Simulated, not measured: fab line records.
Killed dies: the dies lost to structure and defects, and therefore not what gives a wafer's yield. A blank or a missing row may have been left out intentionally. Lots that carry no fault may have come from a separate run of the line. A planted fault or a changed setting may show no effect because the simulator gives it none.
fab line records -- flow berkeley-cmos170
[record] lots = 5, wafers = 15, last-day = 12
route steps=331 shown FIELD@95 SACOX@97 SCREENOX@100 NVT@104
lots that met no fault: from a run of the same line without faults
start-h: hours from the record's opening day to when the first of the lot's shown wafers began -- wait-h: hours from the lot's prior step to this one -- " identical to the entry in the row above -- L1.1+2: one row covering several wafers at once -- - no value present, or no start provided -- * or withheld: withheld -- < > ~ a bound
route shown NAME@n: names a module that has steps shown in the file, with the first one's number in the route -- usual: average and standard deviation across the fault-free wafers -- same: alike in all rows -- chamber/n: place in a boat -- sites: each site's reading -- _std_site: the values' standard deviation -- _edge_site: the outer-site mean with the inner-site mean subtracted -- radius-mm: for every site, how far away it sits from the centre of the wafer -- mask NAME#n: copy n -- behind: the most recent tool/chamber to have shaped the wafer -- hold: cause of the lot's hold/its duration in hours/its outcome -- device: transistor that didn't switch, given as n, p or np -- end of line: the same wafers' tests at the end of the route -- step lacking rows: just its recipe -- killed: count of dies lost to structure and defects at first sort (not the wafer's yield) -- map: per-die view of a wafer (x killed, . not killed, _ where there is no die)
set.NAME: the setting the step ran with; set.NAME@STEP: the setting that earlier step ran with -- model.NAME: the simulator's own value behind a step, which no gauge read
a table for each step, a row for each wafer; lots at some steps of the route
services: when a tool's chamber went out of use (start-h, in hours from the record's first day, below 0 if earlier), for how many hours, and the reason
[[steps]]
[step UCB170_FIELD_WET_ETCH_06]
[recipe] chemistry = BOE, dilution = 5:1, target = SiO2, temp-c = 25, time-s = 22
[step UCB170_FIELD_THK_MEAS_90]
[recipe] reads = SiO2_of_FIELD_OXIDATION_01
[usual] FIELD_OXIDE_LEFT_1_THK = 436/8.2
lot.wafer,tool,chamber,start-h,wait-h,FIELD_OXIDE_LEFT_1_THK[nm]
L543.1,film-metro-01,-,102.22,0.0,435
L543.3,film-metro-01,-,102.22,0.0,436
L543.5,film-metro-01,-,102.22,0.0,445
L556.1,film-metro-02,-,175.55,0.0,435
L556.2,film-metro-02,-,175.55,0.0,420
L556.3,film-metro-02,-,175.55,0.0,431
L560.2,film-metro-01,-,175.62,0.1,445
L560.3,film-metro-01,-,175.62,0.1,448
L560.6,film-metro-01,-,175.62,0.1,444
L562.2,film-metro-02,-,192.65,0.0,430
L562.4,film-metro-02,-,192.65,0.0,423
L562.5,film-metro-02,-,192.65,0.0,442
L566.2,film-metro-04,-,221.15,0.0,457
L566.3,film-metro-04,-,221.15,0.0,450
L566.4,film-metro-04,-,221.15,0.0,450
[step UCB170_SACOX_CLEAN_00]
[recipe] chemistry = dHF, dilution = 25:1, time-s = 7.5
[step UCB170_SACOX_OXIDATION_01]
[recipe] temp-c = 900, ambient = O2, target-thk-a = 144, ox-time-s = 2400
[step UCB170_SACOX_THK_MEAS_02]
[recipe] reads = SiO2_of_SACOX_OXIDATION_01
[usual] SACOX_OXIDE_THK = 14.21/0.26
lot.wafer,tool,chamber,start-h,wait-h,SACOX_OXIDE_THK[nm]
L543.1,film-metro-01,-,107.38,0.0,14.33
L543.3,film-metro-01,-,107.38,0.0,14.07
L543.5,film-metro-01,-,107.38,0.0,14.13
L556.1,film-metro-03,-,181.60,0.0,14.34
L556.2,film-metro-03,-,181.60,0.0,14.33
L556.3,film-metro-03,-,181.60,0.0,14.20
L560.2,film-metro-01,-,181.61,0.0,13.88
L560.3,film-metro-01,-,181.61,0.0,14.12
L560.6,film-metro-01,-,181.61,0.0,14.09
L562.2,film-metro-03,-,197.43,0.0,14.19
L562.4,film-metro-03,-,197.43,0.0,14.63
L562.5,film-metro-03,-,197.43,0.0,14.58
L566.2,film-metro-03,-,225.63,0.0,14.29
L566.3,film-metro-03,-,225.63,0.0,14.20
L566.4,film-metro-03,-,225.63,0.0,14.34
[step UCB170_SCREENOX_WET_ETCH_00]
[recipe] chemistry = dHF, dilution = 25:1, target = SiO2, temp-c = 25, time-s = 200
[step UCB170_SCREENOX_OXIDATION_01]
[recipe] temp-c = 900, ambient = O2, target-thk-a = 144, ox-time-s = 2400
[step UCB170_SCREENOX_THK_MEAS_02]
[recipe] reads = SiO2_of_SCREENOX_OXIDATION_01
[usual] SCREENOX_OXIDE_THK = 14.32/0.28
lot.wafer,tool,chamber,start-h,wait-h,SCREENOX_OXIDE_THK[nm]
L543.1,film-metro-04,-,112.16,0.0,14.22
L543.3,film-metro-04,-,112.16,0.0,14.52
L543.5,film-metro-04,-,112.16,0.0,14.50
L556.1,film-metro-03,-,185.68,0.0,14.27
L556.2,film-metro-03,-,185.68,0.0,14.30
L556.3,film-metro-03,-,185.68,0.0,14.47
L560.2,film-metro-02,-,185.69,0.0,13.80
L560.3,film-metro-02,-,185.69,0.0,13.99
L560.6,film-metro-02,-,185.69,0.0,14.05
L562.2,film-metro-02,-,202.69,0.0,13.97
L562.4,film-metro-02,-,202.69,0.0,14.25
L562.5,film-metro-02,-,202.69,0.0,14.24
L566.2,film-metro-04,-,229.61,0.0,14.09
L566.3,film-metro-04,-,229.61,0.0,13.68
L566.4,film-metro-04,-,229.61,0.0,13.88
[step UCB170_SCREENOX_ANNEAL_03]
[recipe] temp-c = 900, time-s = 900, ambient = N2
[step UCB170_NVT_HMDS_00]
[recipe] prime-time-s = 60, prime-temp-c = 100
[step UCB170_NVT_COAT_01]
[recipe] resist = KrF, spin-rpm = 1500, resist-thk-nm = 900
[step UCB170_NVT_SOFTBAKE_02]
[recipe] resist = KrF, temp-c = 130, time-s = 60
[step UCB170_NVT_EXPOSE_03]
[recipe] mask-id = PWELL, target-cd-nm = 3000, na = 0.5, sigma-outer = 0.6, source-shape = conventional, dose-mj = 30
lot.wafer,tool,chamber,start-h,wait-h,mask
L543.1+3+5,krf-scanner-01,0,118.00,0.2,PWELL#0
L556.1+2+3,krf-scanner-02,0,190.86,0.2,PWELL#0
L560.2+3+6,krf-scanner-01,0,191.36,0.3,NWELL#0
L562.2+4+5,krf-scanner-02,0,209.02,0.2,PWELL#0
L566.2+3+4,krf-scanner-01,0,233.94,0.1,PWELL#0
[step UCB170_NVT_PEB_04]
[recipe] peb-temp-c = 130, peb-time-s = withheld, resist = KrF
[step UCB170_NVT_DEVELOP_05]
[recipe] developer = TMAH, develop-time-s = 45, resist = KrF, dev-temp-c = 21
[step UCB170_NVT_OVL_MEAS_06]
[usual] NVT_OVL = 1/4.8
lot.wafer,tool,chamber,start-h,wait-h,NVT_OVL[nm]
L543.1,overlay-02,-,118.66,-,8
L543.3,overlay-02,-,118.66,-,10
L543.5,overlay-02,-,118.66,-,10
L556.1,overlay-02,-,191.31,-,3
L556.2,overlay-02,-,191.31,-,6
L556.3,overlay-02,-,191.31,-,4
L560.2,overlay-01,-,191.74,-,-
L560.3,overlay-01,-,191.74,-,-
L560.6,overlay-01,-,191.74,-,-
L562.2,overlay-01,-,209.72,-,-7
L562.4,overlay-01,-,209.72,-,-4
L562.5,overlay-01,-,209.72,-,-9
L566.2,overlay-02,-,234.47,-,-8
L566.3,overlay-02,-,234.47,-,-7
L566.4,overlay-02,-,234.47,-,-5
[step UCB170_NVT_IMPLANT_07]
[recipe] species = BF2, dose-cm2 = 3e+12, energy-kev = 50, tilt-deg = 7
[step UCB170_NVT_STRIP_08]
[recipe] chemistry = O2, power-w = 400, pressure-mtorr = 3500, platen-temp-c = withheld, o2-flow-sccm = 400, overash-fraction = 0.5
[usual] chamber-pressure-mTorr = 3500/3.2, drypump-motor-current-A = 5.6/0.46, oes-product-au = 0.735/0.0041, strip-time-to-endpoint-s = 21.63/0.067
lot.wafer,tool,chamber,start-h,wait-h,chamber-pressure-mTorr,drypump-motor-current-A,oes-product-au,rf-hours-counter-h,strip-time-to-endpoint-s
L543.1,plasma-asher-01,1,118.84,0.1,3502,5.9,0.729,34,21.69
L543.3,plasma-asher-01,0,118.84,0.1,3502,5.0,0.734,-,21.68
L543.5,plasma-asher-01,1,118.84,0.1,3497,5.9,0.741,-,21.70
L556.1,plasma-asher-02,0,191.50,0.1,3499,5.1,0.729,48,21.64
L556.2,plasma-asher-02,1,191.50,0.1,3495,5.9,0.735,48,21.61
L556.3,plasma-asher-02,0,191.50,0.1,3501,5.0,0.737,-,21.65
L560.2,plasma-asher-02,0,191.92,0.1,3499,5.1,0.738,48,21.62
L560.3,plasma-asher-02,1,191.92,0.1,3495,5.9,0.739,-,21.61
L560.6,plasma-asher-02,0,191.92,0.1,3496,5.1,0.736,-,21.56
L562.2,plasma-asher-02,1,209.90,0.1,3500,5.9,0.736,50,21.66
L562.4,plasma-asher-02,1,209.90,0.1,3502,5.9,0.737,-,21.63
L562.5,plasma-asher-02,0,209.90,0.1,3502,5.1,0.737,-,21.61
L566.2,plasma-asher-01,0,234.65,0.1,3500,5.0,0.734,47,21.57
L566.3,plasma-asher-01,1,234.65,0.1,3498,5.9,0.734,-,21.51
L566.4,plasma-asher-01,0,234.65,0.1,3500,5.0,0.731,-,21.50
[step UCB170_NVT_TW_MEAS_09]
[usual] NVT_TW = 525.8/2.6
lot.wafer,tool,chamber,start-h,wait-h,NVT_TW
L543.1,film-metro-01,-,118.94,0.1,525.1
L543.3,film-metro-01,-,118.94,0.1,524.0
L543.5,film-metro-01,-,118.94,0.1,524.5
L556.1,film-metro-03,-,191.60,0.1,523.0
L556.2,film-metro-03,-,191.60,0.1,524.8
L556.3,film-metro-03,-,191.60,0.1,519.3
L560.2,film-metro-02,-,192.03,0.1,30.2
L560.3,film-metro-02,-,192.03,0.1,30.3
L560.6,film-metro-02,-,192.03,0.1,30.1
L562.2,film-metro-01,-,210.04,0.1,527.1
L562.4,film-metro-01,-,210.04,0.1,529.9
L562.5,film-metro-01,-,210.04,0.1,526.2
L566.2,film-metro-02,-,234.76,0.1,525.6
L566.3,film-metro-02,-,234.76,0.1,530.4
L566.4,film-metro-02,-,234.76,0.1,528.9
[step UCB170_NVT_CLEAN_10]
[recipe] chemistry = SPM, temp-c = 120, time-s = 600
[[services]]
tool,chamber,start-h,hours,kind
krf-scanner-02,-,105.37,1.0,pm
krf-scanner-01,-,111.10,1.0,pm
krf-scanner-02,-,115.77,3.6,pm
krf-scanner-01,-,126.02,1.3,pm
plasma-asher-02,-,141.93,2.8,pm
krf-scanner-02,-,162.65,0.8,pm
krf-scanner-02,-,188.80,0.8,repair
krf-scanner-01,-,202.06,0.8,pm
plasma-asher-01,-,229.93,2.0,repair
krf-scanner-02,-,232.76,1.5,pm
[[key]]
[first-sign] step = UCB170_NVT_EXPOSE_03, reading = mask, direction = changed
[effect] step = UCB170_NVT_OVL_MEAS_06, reading = NVT_OVL, direction = missing
[effect] step = UCB170_NVT_TW_MEAS_09, reading = NVT_TW, direction = down, sigmas = 99+, usual = 525.8, struck = 30.2
met-at UCB170_NVT_EXPOSE_03
struck-wafers L560.2,L560.3,L560.6
sort-left-out L560.2,L560.3,L560.6
tester-left-out L560
onset-between 118.00 191.36
[fault] kind = wrong-mask, tool = any, chamber = -, onset-h = 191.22, steps = UCB170_NVT_EXPOSE_03, aux-copy = NWELL#0, scope = struck-lots-only
// tester-left-out: of these lots the tester's yield and bins aren't shown, on N5 and GAA mostly nor the transistor test; their killed dies are dies lost to structure and defects alone, not to doping, threshold or leakage, so they don't give the yield
// sort-left-out: the simulated sort isn't trusted on such a fault, so these wafers' sort isn't shown, and their yield isn't known
